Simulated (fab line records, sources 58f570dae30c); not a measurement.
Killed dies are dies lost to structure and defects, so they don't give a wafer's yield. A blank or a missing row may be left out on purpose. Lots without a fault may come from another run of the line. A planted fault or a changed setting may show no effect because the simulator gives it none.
A struck lot beside a sound one | flow berkeley_cmos170 | 31 steps out of a route of 331
Sound: wafers L926.3, L926.4, L926.6. Struck: wafer L933.4. (L933.3 of the same lot was not struck and is left out.) The cause comes at the end.
At each step with rows: each side's tool, then ch and its chambers, then its first start. Under that, the readings that differ: sound wafers | struck wafers | difference of the means | sigmas: that difference in standard deviations of wafers without a fault.
alike: readings whose means differ by less than 2 such deviations, and words and numbers that are the same on both sides. not compared: withheld readings, readings that some wafer has no value for, bounds like >300 that may hide the same value, and numbers for which the record gives no deviation and whose values overlap.
The two part at a step that has a row with sigmas, a row that says differs or no value, or rows on one side only. Numbers that don't overlap but have no deviation are shown without sigmas and don't part them. A reading that every wafer of one side lacks parts them only if that side has two wafers or more.

first, 6 steps without rows for these wafers: UCB170_V1_HMDS_06 (prime time 60 s); UCB170_V1_COAT_07 (resist thk 900 nm); UCB170_V1_SOFTBAKE_08 (time 60 s); UCB170_V1_EXPOSE_09 (exposes mask VIA1, target cd 700 nm); UCB170_V1_PEB_10; UCB170_V1_DEVELOP_11 (develop time 45 s).
UCB170_V1_CD_MEAS_12: target cd 700 nm.
  sound on cd_sem-01, day 7 23:53; struck on cd_sem-01, day 9 21:21
  alike: cd_nm
UCB170_V1_OVL_MEAS_13:
  sound on overlay-01, day 7 23:58; struck on overlay-02, day 9 21:27
  alike: V1_OVL
UCB170_V1_ETCH_14: etches SiO2 in CHF3/CF4/Ar, stops on Al, target depth 1250 nm, time 291 s.
  sound on rie_diel-04 ch 0,3, day 7 23:59; struck on rie_diel-02 ch 1, day 9 21:28
  reading                        | sound                | struck | difference | sigmas
  chamber_pressure_mTorr (mTorr) | 199.76 200.10 199.80 | 200.38 | +0.49      | +3
  alike: drypump_motor_current_A, oes_product_au, throttle_valve_pct
  not compared: rf_hours_counter_h
UCB170_V1_STRIP_15: strips in O2.
  sound on plasma_asher-02 ch 0,1, day 8 00:13; struck on plasma_asher-04 ch 1, day 9 21:41
  alike: chamber_pressure_mTorr, drypump_motor_current_A, oes_product_au, strip_time_to_endpoint_s
  not compared: rf_hours_counter_h
UCB170_V1_CD_MEAS_90: target cd 700 nm.
  sound on cd_sem-02, day 8 00:19; struck on cd_sem-01, day 9 22:04
  alike: cd_nm
then, 1 step without rows for these wafers: UCB170_M2_PRE_CLEAN_00 (preclean etch time 60 s).
UCB170_M2_SPUTTER_01: material Al, target thk 900 nm, time 120 s.
  sound on pvd_sputter-03, day 8 00:28; struck on pvd_sputter-03, day 9 22:13
  reading                               | sound             | struck | difference | sigmas
  model.Al_of_M2_SPUTTER_01.thk_nm (nm) | 901.4 911.4 906.5 | 1206   | +300       |
  alike: throttle_valve_pct
UCB170_M2_RS_MEAS_02: measures by four-point-probe.
  sound on film_metro-04, day 8 00:35; struck on film_metro-02, day 9 22:20
  reading           | sound                | struck | difference | sigmas
  M2_AL_RS (ohm/sq) | 0.0321 0.0317 0.0319 | 0.0239 | -0.0080    | -23
UCB170_M2_THK_MEAS_03: measures by xrf.
  sound on film_metro-04, day 8 00:41; struck on film_metro-02, day 9 22:26
  reading        | sound       | struck | difference | sigmas
  M2_AL_THK (nm) | 918 925 924 | 1211   | +289       | +24
then, 3 steps without rows for these wafers: UCB170_M2_HMDS_04 (prime time 60 s); UCB170_M2_COAT_05 (resist thk 900 nm); UCB170_M2_SOFTBAKE_06 (time 60 s).
UCB170_M2_STRIP_07: strips in O2.
  sound on plasma_asher-01 ch 0,1, day 8 02:15; struck on plasma_asher-04 ch 0, day 9 23:18
  reading                     | sound       | struck | difference | sigmas
  drypump_motor_current_A (A) | 4.9 4.9 4.9 | 6.5    | +1.6       | +2
  alike: chamber_pressure_mTorr, oes_product_au, strip_time_to_endpoint_s
  not compared: rf_hours_counter_h
then, 7 steps without rows for these wafers: UCB170_M2_STRIP_08 (strips KrF in DMSO, time 600 s); UCB170_M2_COAT_09; UCB170_M2_COAT_10 (resist thk 900 nm); UCB170_M2_SOFTBAKE_11 (time 60 s); UCB170_M2_EXPOSE_12 (exposes mask METAL2, target cd 700 nm); UCB170_M2_PEB_13; UCB170_M2_DEVELOP_14 (develop time 45 s).
UCB170_M2_CD_MEAS_15: target cd 700 nm.
  sound on cd_sem-02, day 8 03:47; struck on cd_sem-01, day 10 02:14
  alike: cd_nm
UCB170_M2_OVL_MEAS_16:
  sound on overlay-01, day 8 03:53; struck on overlay-01, day 10 02:20
  alike: M2_OVL
UCB170_M2_ETCH_17: etches BARC in N2/H2.
  sound on rie_diel-03 ch 0,3, day 8 03:54; struck on rie_diel-01 ch 1, day 10 02:22
  alike: chamber_pressure_mTorr, drypump_motor_current_A, oes_product_au, throttle_valve_pct
UCB170_M2_METAL_ETCH_18: etches Al in Cl2/BCl3, stops on SiO2, target depth 1170 nm, time 195 s.
  sound on rie_metal-02 ch 0,1, day 8 04:01; struck on rie_metal-03 ch 0, day 10 02:28
  reading               | sound             | struck | difference | sigmas
  oes_product_au (a.u.) | 0.871 0.865 0.876 | 0.969  | +0.098     | +8
  alike: bcl3_flow_sccm, chamber_pressure_mTorr, drypump_motor_current_A, mfc_cl2_sccm, throttle_valve_pct
  not compared: rf_hours_counter_h
UCB170_M2_STRIP_19: strips in O2.
  sound on plasma_asher-03 ch 0,1, day 8 04:10; struck on plasma_asher-01 ch 0, day 10 02:37
  reading                     | sound       | struck | difference | sigmas
  drypump_motor_current_A (A) | 6.6 5.9 6.6 | 4.9    | -1.5       | -2
  alike: chamber_pressure_mTorr, oes_product_au
  not compared: rf_hours_counter_h

WHERE THEY PART
First at UCB170_V1_ETCH_14; last, within this record, at UCB170_M2_STRIP_19.

WHY: what the simulator had put in
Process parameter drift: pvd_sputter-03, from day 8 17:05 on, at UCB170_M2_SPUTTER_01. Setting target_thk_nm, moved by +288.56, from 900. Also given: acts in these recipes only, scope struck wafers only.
